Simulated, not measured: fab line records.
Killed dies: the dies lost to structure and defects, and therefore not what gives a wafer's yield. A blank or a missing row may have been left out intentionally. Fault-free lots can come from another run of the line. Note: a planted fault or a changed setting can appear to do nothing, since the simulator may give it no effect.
Split-lot trial / flow berkeleyCmos170 / 23 wafers read across 5 lots, on a route 331 steps long

THE SPLIT
At UCB170_SPACER_CVD_00 (deposits SiO2 from TEOS/O2, target thk 376 nm, time 47 s), the setting timeS was moved away from the recipe's 47 s on 9 of the 23 wafers read, by -9.1% to +14.2%. All remaining wafers had this setting at the recipe value.

FROM THE SPLIT TO THE READING: what the file shows between them, 2 steps
- UCB170_SPACER_THK_MEAS_01
- UCB170_SPACER_ANNEAL_02: time 1800 s

THE READING
oesProductAu, in a.u., at UCB170_SPACER_ETCHBACK_03 (etches SiO2 in CHF3/CF4/Ar, stops on Si, target depth 376 nm, time 100 s). On this fab line, fault-free wafers typically give 0.885 a.u. with a standard deviation of 0.02 a.u.

wafer=L075.1; tool, chamber at the split=pecvd-03, 1; timeS as run, s=47; against the recipe=recipe; oesProductAu, a.u.=0.871; against lot-mates on the recipe=-
wafer=L075.2; tool, chamber at the split=pecvd-03, 0; timeS as run, s=53.66; against the recipe=+14.2%; oesProductAu, a.u.=0.944; against lot-mates on the recipe=+0.066
wafer=L075.3; tool, chamber at the split=pecvd-03, 2; timeS as run, s=53.66; against the recipe=+14.2%; oesProductAu, a.u.=0.949; against lot-mates on the recipe=+0.071
wafer=L075.4; tool, chamber at the split=pecvd-03, 2; timeS as run, s=47; against the recipe=recipe; oesProductAu, a.u.=0.885; against lot-mates on the recipe=-
wafer=L075.6; tool, chamber at the split=pecvd-03, 0; timeS as run, s=53.66; against the recipe=+14.2%; oesProductAu, a.u.=0.945; against lot-mates on the recipe=+0.067
wafer=L078.3; tool, chamber at the split=pecvd-04, 1; timeS as run, s=47; against the recipe=recipe; oesProductAu, a.u.=0.859; against lot-mates on the recipe=-
wafer=L078.4; tool, chamber at the split=pecvd-04, 1; timeS as run, s=47; against the recipe=recipe; oesProductAu, a.u.=0.889; against lot-mates on the recipe=-
wafer=L078.6; tool, chamber at the split=pecvd-04, 2; timeS as run, s=47; against the recipe=recipe; oesProductAu, a.u.=0.886; against lot-mates on the recipe=-
wafer=L080.1; tool, chamber at the split=pecvd-03, 2; timeS as run, s=42.71; against the recipe=-9.1%; oesProductAu, a.u.=0.822; against lot-mates on the recipe=-0.070
wafer=L080.2; tool, chamber at the split=pecvd-03, 0; timeS as run, s=47; against the recipe=recipe; oesProductAu, a.u.=0.896; against lot-mates on the recipe=-
wafer=L080.3; tool, chamber at the split=pecvd-03, 1; timeS as run, s=47; against the recipe=recipe; oesProductAu, a.u.=0.898; against lot-mates on the recipe=-
wafer=L080.5; tool, chamber at the split=pecvd-03, 0; timeS as run, s=47; against the recipe=recipe; oesProductAu, a.u.=0.882; against lot-mates on the recipe=-
wafer=L080.6; tool, chamber at the split=pecvd-03, 2; timeS as run, s=42.71; against the recipe=-9.1%; oesProductAu, a.u.=0.862; against lot-mates on the recipe=-0.030
wafer=L081.1; tool, chamber at the split=pecvd-04, 2; timeS as run, s=49.1; against the recipe=+4.5%; oesProductAu, a.u.=0.897; against lot-mates on the recipe=+0.034
wafer=L081.2; tool, chamber at the split=pecvd-04, 0; timeS as run, s=47; against the recipe=recipe; oesProductAu, a.u.=0.865; against lot-mates on the recipe=-
wafer=L081.3; tool, chamber at the split=pecvd-04, 1; timeS as run, s=47; against the recipe=recipe; oesProductAu, a.u.=0.860; against lot-mates on the recipe=-
wafer=L081.4; tool, chamber at the split=pecvd-04, 0; timeS as run, s=47; against the recipe=recipe; oesProductAu, a.u.=0.864; against lot-mates on the recipe=-
wafer=L081.6; tool, chamber at the split=pecvd-04, 1; timeS as run, s=49.1; against the recipe=+4.5%; oesProductAu, a.u.=0.911; against lot-mates on the recipe=+0.048
wafer=L083.1; tool, chamber at the split=pecvd-04, 0; timeS as run, s=47; against the recipe=recipe; oesProductAu, a.u.=0.880; against lot-mates on the recipe=-
wafer=L083.2; tool, chamber at the split=pecvd-04, 2; timeS as run, s=47; against the recipe=recipe; oesProductAu, a.u.=0.912; against lot-mates on the recipe=-
wafer=L083.4; tool, chamber at the split=pecvd-04, 1; timeS as run, s=47; against the recipe=recipe; oesProductAu, a.u.=0.881; against lot-mates on the recipe=-
wafer=L083.5; tool, chamber at the split=pecvd-04, 2; timeS as run, s=51.21; against the recipe=+9.0%; oesProductAu, a.u.=0.944; against lot-mates on the recipe=+0.053
wafer=L083.6; tool, chamber at the split=pecvd-04, 0; timeS as run, s=51.21; against the recipe=+9.0%; oesProductAu, a.u.=0.965; against lot-mates on the recipe=+0.074

THE FIT
A straight line over all 23 wafers: oesProductAu changes by +0.00505 a.u. for each +1% of timeS; r = +0.89; the points scatter about the line by 0.017 a.u.
The same after taking each lot's own level away (the mean of its wafers on the recipe; 23 wafers): +0.00539 a.u. for each +1%; r = +0.93; scatter 0.013 a.u.
According to that fit, moving timeS by its largest amount changes the reading by 0.076 a.u.
Across the lots, their own levels run from 0.8630 to 0.8920 a.u., a range of 1.5 times the standard deviation given above.
Hence the lot-to-lot level has little effect on the slope; both slopes agree.
Check: +0.0812 a.u. against its lot-mates is what the line predicts for one of the wafers moved furthest among these (+14.2%) when that wafer is left out of the fit. Against them it came out at +0.066 a.u.

OTHER SPLITS ON THESE WAFERS
These wafers also went through other splits before the reading. Each is held against what the fit with the lots' levels taken away leaves over:
other split on the same wafers=UCB170_PWELL_OXIDATION_02 tempC; wafers away from the commonest value=15; r with oesProductAu (lot level and that fit taken away)=-0.03
other split on the same wafers=UCB170_PWELL_COAT_08 spinRpm; wafers away from the commonest value=11; r with oesProductAu (lot level and that fit taken away)=-0.03
other split on the same wafers=UCB170_ACTIVE_COAT_08 resistThkNm; wafers away from the commonest value=8; r with oesProductAu (lot level and that fit taken away)=+0.30
other split on the same wafers=UCB170_SACOX_OXIDATION_01 tempC; wafers away from the commonest value=15; r with oesProductAu (lot level and that fit taken away)=-0.20
other split on the same wafers=UCB170_PVT_COAT_01 resistThkNm; wafers away from the commonest value=7; r with oesProductAu (lot level and that fit taken away)=-0.20
other split on the same wafers=UCB170_PVT_STRIP_08 o2FlowSccm; wafers away from the commonest value=3; r with oesProductAu (lot level and that fit taken away)=+0.00
other split on the same wafers=UCB170_GATE_ETCH_15 timeS; wafers away from the commonest value=10; r with oesProductAu (lot level and that fit taken away)=+0.00
other split on the same wafers=UCB170_PLDD_IMPLANT_09 energyKev; wafers away from the commonest value=7; r with oesProductAu (lot level and that fit taken away)=+0.01
other split on the same wafers=UCB170_NLDD_PEB_04 pebTempC; wafers away from the commonest value=8; r with oesProductAu (lot level and that fit taken away)=-0.28

THE WHOLE CHAIN: every reading that the file lists as answering this split, in the file's order
step=UCB170_SPACER_CVD_00; what it does=deposits SiO2 from TEOS/O2, target thk 376 nm, time 47 s; reading=SiO2_of_SPACER_CVD_00.thkNm (the simulator's own value, which no gauge read); change (the file's fit)=+3.76 nm for each +1% of the setting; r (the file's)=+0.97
step=UCB170_SPACER_THK_MEAS_01; what it does=; reading=SPACER_TEOS_THK; change (the file's fit)=+3.77 for each +1% of the setting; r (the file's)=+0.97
step=UCB170_SPACER_ETCHBACK_03; what it does=etches SiO2 in CHF3/CF4/Ar, stops on Si, target depth 376 nm, time 100 s; reading=oesProductAu; change (the file's fit)=+0.00564 a.u. for each +1% of the setting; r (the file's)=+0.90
step=UCB170_SPACER_ETCHBACK_03; what it does=etches SiO2 in CHF3/CF4/Ar, stops on Si, target depth 376 nm, time 100 s; reading=etch.depthNm (the simulator's own value, which no gauge read); change (the file's fit)=+3.9 nm for each +1% of the setting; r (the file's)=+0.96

THE FILE'S OWN FIT
oesProductAu changes by +0.00564 a.u. for each +1% of timeS, r = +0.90.
